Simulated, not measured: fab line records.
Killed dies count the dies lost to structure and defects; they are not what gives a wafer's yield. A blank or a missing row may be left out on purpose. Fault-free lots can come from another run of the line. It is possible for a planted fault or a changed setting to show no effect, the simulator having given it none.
A single fault, viewed from 2 desks | flow berkeley-cmos170 | each desk has only its own numbers; what lay behind them comes last

== THE METROLOGY DESK ==
What the gauges read, lot by lot, whatever tool the lot ran on: means of the sampled wafers that have a number. A lot is out of limits, marked OUT, if its mean lies more than 4 standard deviations from the usual mean; the brackets give that distance.
Columns: A = CONTACT_OVL at UCB170_CONTACT_OVL_MEAS_16, usual -3 nm; B = cd-nm at UCB170_M2_CD_MEAS_90, usual 701.0 nm
lot  | first seen here | A  | B
L707 | day 6 10:49     | -1 | 696.0
L708 | day 6 23:39     | -6 | 701.4
L710 | day 7 10:44     | -1 | 699.6
L709 | day 7 12:28     | -0 | 703.3
L712 | day 7 22:26     | -5 | 699.2
L717 | day 9 08:26     | 0  | 703.4
L718 | day 9 21:50     | -2 | 699.9
L719 | day 10 10:08    | -1 | 702.8
L723 | day 10 15:49    | -9 | 696.4
L720 | day 10 16:20    | 0  | 702.2
L725 | day 10 16:42    | -2 | 702.6
L727 | day 11 15:44    | -3 | 699.3
L726 | day 11 18:46    | -4 | 697.8
L730 | day 12 10:54    | -3 | 700.4
Result from this desk: across the 14 lots, nothing is out of limits.

== TOOL OWNER'S DESK, rie-diel-04 ==
The tool's own readings at UCB170_ACTIVE_ETCH_15 (etches Si3N4 in CH3F/Ar/O2, stops on SiO2, target depth 242 nm, time 151 s): means of the sampled wafers that have a number, for each lot that ran on this tool. A lot is out of limits, marked OUT, if its mean lies more than 4 standard deviations from the usual mean; the brackets give that distance.
Columns: A = O2_flow_sccm at UCB170_ACTIVE_ETCH_15, usual 7.001 sccm; B = drypump-motor-current-A at UCB170_ACTIVE_ETCH_15, usual 5.7 A; C = oes-product-au at UCB170_ACTIVE_ETCH_15, usual 0.936 a.u.; D = rf-fwd-power-W at UCB170_ACTIVE_ETCH_15, usual 448.3 W; E = throttle-valve-pct at UCB170_ACTIVE_ETCH_15, usual 8.09 %
lot  | first seen here | A     | B   | C     | D               | E
L708 | day 4 03:28     | 7.008 | 5.6 | 0.933 | 447.7           | 8.09
L710 | day 5 01:13     | 6.990 | 5.7 | 0.932 | 449.4           | 8.22
L717 | day 6 07:31     | 6.993 | 5.7 | 0.927 | 375.3 (-46) OUT | 8.14
L718 | day 6 19:41     | 6.998 | 5.7 | 0.921 | 376.4 (-45) OUT | 8.18
Finding of this desk: L717, L718 out of limits; the first was L717 at day 6 07:31, on rf-fwd-power-W at UCB170_ACTIVE_ETCH_15. L708, L710 stayed within limits.

== PUT TOGETHER ==
On L717, L718, at day 6 07:31, an alarm was possible from the tool owner's desk.
Metrology desk: nothing out of limits seen.
The metrology desk holds a record of L717, L718, inside its limits.
The lots listed all ran UCB170_ACTIVE_ETCH_15 on rie-diel-04.

== WHAT THE SIMULATOR HAD INSERTED ==
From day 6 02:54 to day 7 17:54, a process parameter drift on rie-diel-04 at UCB170_ACTIVE_ETCH_15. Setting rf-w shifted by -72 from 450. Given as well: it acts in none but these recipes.
Shown lots that were struck: L717, L718.
Hours from the fault's start to each desk's first reading out of limits: the tool owner's desk, 5.
